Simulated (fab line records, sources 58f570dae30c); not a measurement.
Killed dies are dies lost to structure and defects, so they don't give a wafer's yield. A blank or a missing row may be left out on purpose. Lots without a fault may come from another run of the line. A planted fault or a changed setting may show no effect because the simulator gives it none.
Which tool did it? | flow berkeley_cmos170 | 6 lots, 18 wafers sampled, at 2 steps of a route of 331

WHAT THE GAUGES READ, wafer by wafer
UCB170_PLDD_TW_MEAS_11.
lot  | measured     | on            | PLDD_TW
L660 | day 6 18:11  | film_metro-04 | 1030 1025 1023
L662 | day 7 09:17  | film_metro-04 | 1028 1027 1022
L664 | day 7 22:00  | film_metro-03 | 1014 1017 1016
L666 | day 7 10:58  | film_metro-01 | 1021 1015 1017
L673 | day 9 03:53  | film_metro-01 | 933 938 939
L680 | day 10 13:50 | film_metro-01 | 1014 1018 1020

WHICH TOOL RAN EACH LOT (tool, then ch and the chambers of the sampled wafers, then the start)
lot  | UCB170_PLDD_IMPLANT_09
L660 | implanter-01 ch 0, day 6 17:57
L662 | implanter-03 ch 0, day 7 09:02
L664 | implanter-01 ch 0, day 7 21:45
L666 | implanter-01 ch 0, day 7 10:43
L673 | implanter-04 ch 0, day 9 03:37
L680 | implanter-03 ch 0, day 10 13:38
- UCB170_PLDD_IMPLANT_09

THE ANSWER, worked out from the rows above alone
Rule: what is usual is taken from the lots themselves. Put in order of their means at a reading, lots are off if they are a third of the lots or fewer, leave a main group of 4 or more, and stand apart from it by a gap of 3 or more times the standard deviation of the main group's means; of several such gaps the widest counts. A main group whose means are all the same, to the digits that the tables above print for the reading, isn't used. A lot without any number at a reading at which 4 lots or more have one is off too. The other lots that the step has rows for count as sound.
Off: L673, at UCB170_PLDD_TW_MEAS_11 (PLDD_TW). The main group: mean 1020, standard deviation 4.4.
A tool fits if, at a process step before that reading, it ran every lot that is off, and no sound lot after the first of them. The gauges at UCB170_PLDD_TW_MEAS_11 are tried like those tools. One fits: implanter-04 at UCB170_PLDD_IMPLANT_09. It ran no sound lot before its first lot that is off in this sample, so the start can't be narrowed down.

WHAT THE SIMULATOR HAD PUT IN
Process parameter drift: implanter-04, from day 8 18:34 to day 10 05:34, at UCB170_PLDD_IMPLANT_09. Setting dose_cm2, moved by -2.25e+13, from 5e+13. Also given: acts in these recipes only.
Lots struck among those shown: L673. The rule above found the same.
